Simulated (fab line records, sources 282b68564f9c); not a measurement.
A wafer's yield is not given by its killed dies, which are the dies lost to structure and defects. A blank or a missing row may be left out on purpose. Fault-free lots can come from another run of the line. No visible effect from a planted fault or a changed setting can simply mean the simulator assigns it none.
fab line records	flow ritCmos
record: lots: 6	wafers: 18	lastDay: 6
route steps=202 shown M1@184
lots with no fault: from the same line, run without faults
startH: hours from the record's first day to the start of the lot's first wafer shown	waitH: hours since the lot's step before	" repeats the value in the row above	L1.1+2: several wafers, shown together as one row	- either no value or no given start	* or withheld: withheld	< > ~ a bound
route shown NAME@n: names a module that has steps shown in the file, with the first one's number in the route	usual: mean and standard deviation over wafers with no fault	same: alike in all rows	chamber/n: place in a boat	sites: the reading at each site	_std_site: their standard deviation	_edge_site: outer sites' mean less inner sites'	radiusMm: for every site, how far away it sits from the centre of the wafer	mask NAME#n: copy n	behind: the last tool/chamber to shape the wafer	hold: what put the lot on hold/how long, in hours/how the hold closed	device: transistor that didn't switch, given as n, p or np	end of line: the route-end tests of the same wafers	where a step has no rows: the recipe by itself	killed: not the wafer's yield, but the dies lost to structure and defects at the first sort	map: dies across one wafer; x = killed, . = not, _ = none there
set.NAME: the setting the step ran with; set.NAME@STEP: the setting that earlier step ran with	model.NAME: the simulator's own value behind a step, which no gauge read
a table for each step, a row for each wafer; lots at some steps of the route
services: the hour from which a tool's chamber was out of use, counted from the record's first day as startH (under 0 if before that day), plus the number of hours and why
== steps ==
step: RIT_M1_SPUTTER_00
recipe: material: Al	targetThkNm: 400	powerW: 2000	chamberPressurePa: 0.4	gas: Ar	timeS: 500	substrateTempC: 25
usual: cathodeDcPowerW: 2000.0/0.35	substrateTempC: 25.01/0.12	throttleValvePct: 30.5/1
same: timeS: 500
lot.wafer	tool	chamber	startH	waitH	cathodeDcPowerW	substrateTempC	throttleValvePct
L949.2	pvdSputter-04	-	63.44	0.0	2000.4	24.90	29.1
L949.3	"	-	"	"	1999.6	24.99	30.7
L949.5	"	-	"	"	2000.5	25.25	30.5
L953.1	pvdSputter-04	-	83.68	0.0	1999.6	25.22	29.5
L953.4	"	-	"	"	2000.4	24.86	30.5
L953.5	"	-	"	"	1999.2	25.18	28.8
L962.1	pvdSputter-03	-	126.86	0.0	2000.4	25.08	29.3
L962.5	"	-	"	"	1999.9	24.87	30.7
L962.6	"	-	"	"	2000.3	24.83	30.5
L964.1	pvdSputter-03	-	140.35	0.0	2000.4	25.05	29.0
L964.3	"	-	"	"	1999.8	24.97	30.2
L964.5	"	-	"	"	1999.8	25.02	28.8
L965.1	pvdSputter-01	-	144.00	0.0	2001.0	24.97	31.8
L965.5	"	-	"	"	1999.8	25.02	31.8
L965.6	"	-	"	"	2000.4	24.86	29.3
L966.1	pvdSputter-03	-	147.40	0.0	1999.9	24.94	30.3
L966.2	"	-	"	"	1999.5	24.92	29.2
L966.3	"	-	"	"	2000.2	24.92	30.8
step: RIT_M1_RS_MEAS_01
recipe: thkMeasGauge: four-point-probe	reads: Al_of_M1_SPUTTER_00
usual: M1_AL_RS: 0.0734/0.00078
lot.wafer	tool	chamber	startH	waitH	M1_AL_RS[ohm/sq]
L949.2	filmMetro-02	-	63.75	0.2	0.0732
L949.3	"	-	"	"	0.0732
L949.5	"	-	"	"	0.0737
L953.1	filmMetro-04	-	83.98	0.1	0.0736
L953.4	"	-	"	"	0.0730
L953.5	"	-	"	"	0.0732
L962.1	filmMetro-04	-	127.16	0.1	0.0730
L962.5	"	-	"	"	0.0736
L962.6	"	-	"	"	0.0735
L964.1	filmMetro-02	-	140.64	0.1	0.0737
L964.3	"	-	"	"	0.0742
L964.5	"	-	"	"	0.0735
L965.1	filmMetro-01	-	144.29	0.1	0.0736
L965.5	"	-	"	"	0.0737
L965.6	"	-	"	"	0.0743
L966.1	filmMetro-01	-	147.69	0.1	0.0744
L966.2	"	-	"	"	0.0733
L966.3	"	-	"	"	0.0744
step: RIT_M1_THK_MEAS_02
recipe: thkMeasGauge: xrf	reads: Al_of_M1_SPUTTER_00
usual: M1_AL_THK: 399/4.5
lot.wafer	tool	chamber	startH	waitH	M1_AL_THK[nm]
L949.2	filmMetro-02	-	63.86	0.1	399
L949.3	"	-	"	"	397
L949.5	"	-	"	"	395
L953.1	filmMetro-04	-	84.10	0.1	397
L953.4	"	-	"	"	402
L953.5	"	-	"	"	405
L962.1	filmMetro-04	-	127.28	0.1	401
L962.5	"	-	"	"	400
L962.6	"	-	"	"	398
L964.1	filmMetro-02	-	140.76	0.1	398
L964.3	"	-	"	"	398
L964.5	"	-	"	"	399
L965.1	filmMetro-01	-	144.41	0.1	400
L965.5	"	-	"	"	396
L965.6	"	-	"	"	394
L966.1	filmMetro-01	-	147.81	0.1	397
L966.2	"	-	"	"	402
L966.3	"	-	"	"	394
step: RIT_M1_HMDS_03
recipe: primeTimeS: 60	primeTempC: 140
step: RIT_M1_COAT_04
recipe: resist: NOVOLAK	spinRpm: 2000	resistThkNm: 1300
step: RIT_M1_SOFTBAKE_05
recipe: resist: NOVOLAK	tempC: 90	timeS: 60
step: RIT_M1_EXPOSE_06
recipe: maskId: M12	na: 0.6	sourceShape: conventional	sigmaOuter: 0.5	targetCdNm: 2600	doseMj: 250
step: RIT_M1_PEB_07
recipe: resist: NOVOLAK	tempC: withheld	timeS: withheld
step: RIT_M1_DEVELOP_08
recipe: resist: NOVOLAK	developTimeS: 68	devTempC: 23
step: RIT_M1_CD_MEAS_09
recipe: targetCdNm: 2600
usual: cdNm: 2601.0/2.1
lot.wafer	tool	chamber	startH	waitH	cdNm
L949.2	cdSem-01	-	65.05	-	2602.1
L949.3	"	-	"	"	2604.7
L949.5	"	-	"	"	2605.3
L953.1	cdSem-01	-	85.04	-	2599.8
L953.4	"	-	"	"	2601.6
L953.5	"	-	"	"	2603.2
L962.1	cdSem-01	-	128.34	-	2601.0
L962.5	"	-	"	"	2600.1
L962.6	"	-	"	"	2601.2
L964.1	cdSem-01	-	141.77	-	2599.0
L964.3	"	-	"	"	2596.8
L964.5	"	-	"	"	2597.6
L965.1	cdSem-01	-	145.35	-	2599.9
L965.5	"	-	"	"	2600.3
L965.6	"	-	"	"	2601.5
L966.1	cdSem-01	-	148.75	-	2602.5
L966.2	"	-	"	"	2602.5
L966.3	"	-	"	"	2601.3
step: RIT_M1_OVL_MEAS_10
usual: M1_OVL: -0.1/1.5
lot.wafer	tool	chamber	startH	waitH	M1_OVL[nm]
L949.2	overlay-01	-	65.15	0.1	-3.2
L949.3	"	-	"	"	-2.5
L949.5	"	-	"	"	-2.6
L953.1	overlay-01	-	85.16	0.1	2.1
L953.4	"	-	"	"	0.0
L953.5	"	-	"	"	1.3
L962.1	overlay-02	-	128.46	0.1	1.2
L962.5	"	-	"	"	1.1
L962.6	"	-	"	"	1.3
L964.1	overlay-01	-	141.89	0.1	0.0
L964.3	"	-	"	"	0.2
L964.5	"	-	"	"	-0.7
L965.1	overlay-02	-	145.47	0.1	1.4
L965.5	"	-	"	"	-0.3
L965.6	"	-	"	"	0.2
L966.1	overlay-02	-	148.87	0.1	0.9
L966.2	"	-	"	"	-0.6
L966.3	"	-	"	"	-1.1
step: RIT_M1_HARDBAKE_11
recipe: resist: NOVOLAK	tempC: 140	timeS: 120
step: RIT_M1_METAL_ETCH_12
recipe: stopOn: SiO2	chemistry: Cl2/BCl3	target: Al	timeS: 165	overEtchFrac: 0.5	pressureMtorr: 100	targetDepthA: 6000	rfW: 250	Cl2_flow_sccm: 60	bcl3FlowSccm: 50
usual: drypumpMotorCurrentA: 5.6/0.61	oesProductAu: 0.769/0.01	rfFwdPowerW: 249.1/0.73	throttleValvePct: 8.32/0.067
same: overEtchFrac: 0.5	timeS: 165
lot.wafer	tool	chamber	startH	waitH	drypumpMotorCurrentA	oesProductAu	rfFwdPowerW	rfHoursCounterH	throttleValvePct	model.NOVOLAK_of_M1_COAT_04.thkNm
L949.2	rieMetal-01	1	65.43	0.2	6.7	0.772	248.2	0.6	8.28	811.7
L949.3	"	0	"	"	6.3	0.783	247.8	-	8.32	809.4
L949.5	"	1	"	"	6.7	0.772	249.7	-	8.28	806.8
L953.1	rieMetal-04	1	85.44	0.2	5.1	0.758	249.5	2.5	8.31	811.2
L953.4	"	1	"	"	5.1	0.763	248.9	-	8.32	816.2
L953.5	"	1	"	"	5.0	0.764	248.3	-	8.32	809.8
L962.1	rieMetal-04	1	128.75	0.2	5.1	0.767	248.1	3.1	8.31	813.7
L962.5	"	0	"	"	5.3	0.777	278.9	-	8.43	769.3
L962.6	"	1	"	"	5.1	0.753	248.3	-	8.33	814
L964.1	rieMetal-04	1	142.19	0.2	5.1	0.764	249.0	3.2	8.32	805.6
L964.3	"	0	"	"	5.3	0.779	279.4	-	8.46	769.7
L964.5	"	0	"	"	5.3	0.783	277.5	-	8.44	761.8
L965.1	rieMetal-01	1	145.76	0.2	6.7	0.771	248.5	1.5	8.27	808
L965.5	"	1	"	"	6.7	0.768	249.5	-	8.26	809.9
L965.6	"	0	"	"	6.3	0.767	249.6	-	8.32	806
L966.1	rieMetal-02	1	149.16	0.2	5.4	0.749	248.0	3.8	8.26	821
L966.2	"	0	"	"	5.1	0.769	248.1	3.4	8.28	815
L966.3	"	0	"	"	5.1	0.767	249.2	-	8.29	819.9
step: RIT_M1_STRIP_13
recipe: chemistry: nmp	resist: NOVOLAK	tempC: 80	timeS: 600	dry: n2Spin
step: RIT_M1_STRIP_14
recipe: chemistry: O2	timeS: 180	platenTempC: withheld	powerW: 500	pressureMtorr: 4000	o2FlowSccm: 4000
usual: drypumpMotorCurrentA: 5.6/0.33
same: timeS: 180
lot.wafer	tool	chamber	startH	waitH	drypumpMotorCurrentA	rfHoursCounterH
L949.2	plasmaAsher-04	1	65.77	0.0	5.7	43
L949.3	"	0	"	"	5.5	-
L949.5	"	1	"	"	5.7	-
L953.1	plasmaAsher-02	0	85.84	0.0	5.1	32
L953.4	"	0	"	"	5.1	-
L953.5	"	1	"	"	6.0	-
L962.1	plasmaAsher-03	0	129.09	0.0	6.0	1
L962.5	"	0	"	"	6.0	-
L962.6	"	1	"	"	5.4	-
L964.1	plasmaAsher-02	0	142.56	0.0	5.1	38
L964.3	"	1	"	"	6.0	-
L964.5	"	1	"	"	5.9	-
L965.1	plasmaAsher-03	1	146.11	0.0	5.4	3
L965.5	"	0	"	"	6.1	-
L965.6	"	1	"	"	5.4	-
L966.1	plasmaAsher-03	0	149.49	0.0	6.1	3
L966.2	"	1	"	"	5.4	3
L966.3	"	0	"	"	6.0	-
step: RIT_M1_CD_MEAS_90
recipe: targetCdNm: 2600
usual: cdNm: 2602.0/2.6
lot.wafer	tool	chamber	startH	waitH	cdNm
L949.2	cdSem-01	-	65.96	0.1	2604.9
L949.3	"	-	"	"	2605.6
L949.5	"	-	"	"	2606.4
L953.1	cdSem-01	-	86.01	0.1	2600.9
L953.4	"	-	"	"	2603.7
L953.5	"	-	"	"	2604.8
L962.1	cdSem-01	-	129.26	0.1	2602.1
L962.5	"	-	"	"	2593.8
L962.6	"	-	"	"	2602.1
L964.1	cdSem-01	-	142.73	0.1	2600.0
L964.3	"	-	"	"	2589.3
L964.5	"	-	"	"	2591.2
L965.1	cdSem-01	-	146.29	0.1	2601.7
L965.5	"	-	"	"	2602.2
L965.6	"	-	"	"	2602.3
L966.1	cdSem-01	-	149.67	0.1	2603.3
L966.2	"	-	"	"	2601.8
L966.3	"	-	"	"	2600.0
step: RIT_M1_ANNEAL_15
recipe: tempC: 450	timeS: 1800	ambient: forming_gas_H2N2
step: RIT_M1_PROBE_99
usual: defectLimitedYield: 97.4/1.2	killedAtContacts: 0.1/0.27	killedAtFrontEnd: 7/3.1	killedDies: 7/3.1	killedOpen: 3.6/2.3	killedShort: 3.2/2	sort_bin_3_pad_short: 0.1/0.22	sort_bin_5_function: 1.5/0.87	sort_bin_6_memory: 0.9/0.64	sortNPass: 257/3.1	sortYieldPct: 97.4/1.2
same: grossDies: 264	killed_at_M0_to_M3: 0	killed_at_M4_up: 0	killedAtBackSide: 0	killedAtOther: 0
lot.wafer	tool	chamber	startH	waitH	defectLimitedYield[%]	killedAtContacts	killedAtFrontEnd	killedDies	killedOpen	killedShort	sort_bin_3_pad_short[%]	sort_bin_5_function[%]	sort_bin_6_memory[%]	sortNPass	sortYieldPct[%]	model.etest.antennaM1.vtShiftV
L949.2	prober-02	-	67.73	0.1	96.6	0	9	9	5	4	0	1.9	1.5	255	96.6	-0.01525
L949.3	prober-02	-	67.78	0.2	96.2	0	10	10	5	5	0	3.0	0.8	254	96.2	-0.01361
L949.5	prober-02	-	67.88	0.2	97.3	0	7	7	4	3	0	1.1	1.5	257	97.3	-0.01226
L953.1	prober-01	-	89.00	0.1	97.7	0	6	6	5	1	0	1.5	0.8	258	97.7	-0.01146
L953.4	prober-01	-	89.15	0.2	98.5	0	4	4	4	0	0	1.1	0.4	260	98.5	-0.008062
L953.5	prober-01	-	89.20	0.2	97.0	0	8	8	6	2	0	1.9	1.1	256	97.0	-0.006602
L962.1	prober-02	-	131.35	0.1	98.1	0	5	5	4	1	0	1.1	0.8	259	98.1	-0.01179
L962.5	prober-02	-	131.55	0.2	98.1	1	4	5	2	3	0	0.4	1.5	259	98.1	-0.01701
L962.6	prober-02	-	131.60	0.2	97.7	0	6	6	1	5	0	1.1	1.1	258	97.7	-0.0137
L964.1	prober-02	-	144.47	0.1	97.3	0	7	7	4	3	0.4	1.5	0.8	257	97.3	-0.01061
L964.3	prober-02	-	144.57	0.2	96.6	0	9	9	5	4	0	1.9	1.5	255	96.6	-0.02108
L964.5	prober-02	-	144.67	0.2	97.7	0	6	6	4	2	0	1.5	0.8	258	97.7	-0.01809
L965.1	prober-01	-	148.44	0.1	98.9	0	3	3	3	0	0	0.4	0.8	261	98.9	-0.01155
L965.5	prober-01	-	148.64	0.2	96.6	0	9	9	7	2	0	3.0	0.4	255	96.6	-0.01062
L965.6	prober-01	-	148.69	0.2	97.7	0	6	6	3	3	0.4	0.4	1.5	258	97.7	-0.01381
L966.1	prober-02	-	151.41	0.1	98.1	0	5	5	2	3	0	1.9	0	259	98.1	-0.007714
L966.2	prober-02	-	151.46	0.1	97.3	0	7	7	2	5	0	1.5	1.1	257	97.3	-0.01632
L966.3	prober-02	-	151.51	0.2	97.3	0	7	7	3	4	0	2.3	0.4	257	97.3	-0.01128
killed by level:class
L949.2 GATE:geometricParticle:open=3 GATE:geometricParticle:short=3 FOX1:geometricParticle:short=1 FOX2:geometricParticle:open=1 REOX:geometricParticle:open=1
L949.3 GATE:geometricParticle:short=3 FOX1:geometricParticle:short=2 GATE:geometricParticle:open=2 REOX:geometricParticle:open=1 SPACER:geometricParticle:open=1 SILICIDE:geometricParticle:open=1
L949.5 GATE:geometricParticle:short=2 SPACER:geometricParticle:open=2 GATE:geometricParticle:open=1 REOX:geometricParticle:open=1 SPACER:geometricParticle:short=1
L953.1 GATE:geometricParticle:open=3 GATE:geometricParticle:short=1 REOX:geometricParticle:open=1 SILICIDE:geometricParticle:open=1
L953.4 FOX2:geometricParticle:open=3 GATE:geometricParticle:open=1
L953.5 SILICIDE:geometricParticle:open=4 GATE:geometricParticle:open=1 REOX:geometricParticle:short=1 SPACER:geometricParticle:open=1 SPACER:geometricParticle:short=1
L962.1 SILICIDE:geometricParticle:open=2 FOX1:geometricParticle:short=1 FOX1:geometricParticle:open=1 REOX:geometricParticle:open=1
L962.5 GATE:geometricParticle:short=2 GATE:geometricParticle:open=1 SPACER:geometricParticle:short=1 CONTACT:geometricParticle:open=1
L962.6 SILICIDE:geometricParticle:short=3 GATE:geometricParticle:short=1 SPACER:geometricParticle:short=1 SILICIDE:geometricParticle:open=1
L964.1 GATE:geometricParticle:open=2 FOX1:geometricParticle:short=1 FOX2:geometricParticle:open=1 GATE:geometricParticle:short=1 REOX:geometricParticle:short=1 SPACER:geometricParticle:open=1
L964.3 GATE:geometricParticle:short=3 GATE:geometricParticle:open=3 FOX2:geometricParticle:short=1 REOX:geometricParticle:open=1 SPACER:geometricParticle:open=1
L964.5 SILICIDE:geometricParticle:open=3 GATE:geometricParticle:open=1 REOX:geometricParticle:short=1 SPACER:geometricParticle:short=1
L965.1 SPACER:geometricParticle:open=2 FOX1:geometricParticle:open=1
L965.5 SPACER:geometricParticle:open=4 FOX1:geometricParticle:open=1 GATE:geometricParticle:open=1 REOX:geometricParticle:short=1 REOX:geometricParticle:open=1 SPACER:geometricParticle:short=1
L965.6 GATE:geometricParticle:short=3 GATE:geometricParticle:open=2 FOX1:geometricParticle:open=1
L966.1 GATE:geometricParticle:short=2 SILICIDE:geometricParticle:open=2 FOX1:geometricParticle:short=1
L966.2 GATE:geometricParticle:short=2 GATE:geometricParticle:open=2 FOX2:geometricParticle:short=1 REOX:geometricParticle:short=1 SPACER:geometricParticle:short=1
L966.3 GATE:geometricParticle:short=2 FOX2:geometricParticle:short=1 FOX2:geometricParticle:open=1 GATE:geometricParticle:open=1 SILICIDE:geometricParticle:open=1 SILICIDE:geometricParticle:short=1
== services ==
tool	chamber	startH	hours	kind
rieMetal-02	1	52.50	5.2	repair
pvdSputter-04	-	54.55	1.0	repair
plasmaAsher-03	-	108.75	9.0	pm
plasmaAsher-03	0	108.75	9.0	ventCycle
plasmaAsher-03	1	108.75	9.0	ventCycle
pvdSputter-03	-	110.27	1.6	repair
plasmaAsher-03	0	117.75	-	clean
plasmaAsher-03	1	117.75	-	clean
rieMetal-01	-	125.85	0.5	repair
pvdSputter-01	-	126.03	1.9	repair
rieMetal-01	-	141.85	2.8	pm
== key ==
firstSign: step: RIT_M1_METAL_ETCH_12	reading: rfFwdPowerW	direction: up	sigmas: 40	usual: 249.1	struck: 278.6
effect: step: RIT_M1_CD_MEAS_90	reading: cdNm	direction: down	sigmas: 4.1	usual: 2602.0	struck: 2591.4
modelEffect: step: RIT_M1_METAL_ETCH_12	value: NOVOLAK_of_M1_COAT_04.thkNm	without: 806.4	struck: 766.9
modelEffect: step: RIT_M1_PROBE_99	value: etest.antennaM1.vtShiftV	without: -0.01115	struck: -0.01873
metAt RIT_M1_METAL_ETCH_12
struckWafers L962.5,L964.3,L964.5
fault: kind: processParameterDrift	tool: rieMetal-04	chamber: 0	onsetH: 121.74	steps: RIT_M1_METAL_ETCH_12	channel: rfW	offset: 30	shape: step	endH: 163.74	stated: 250
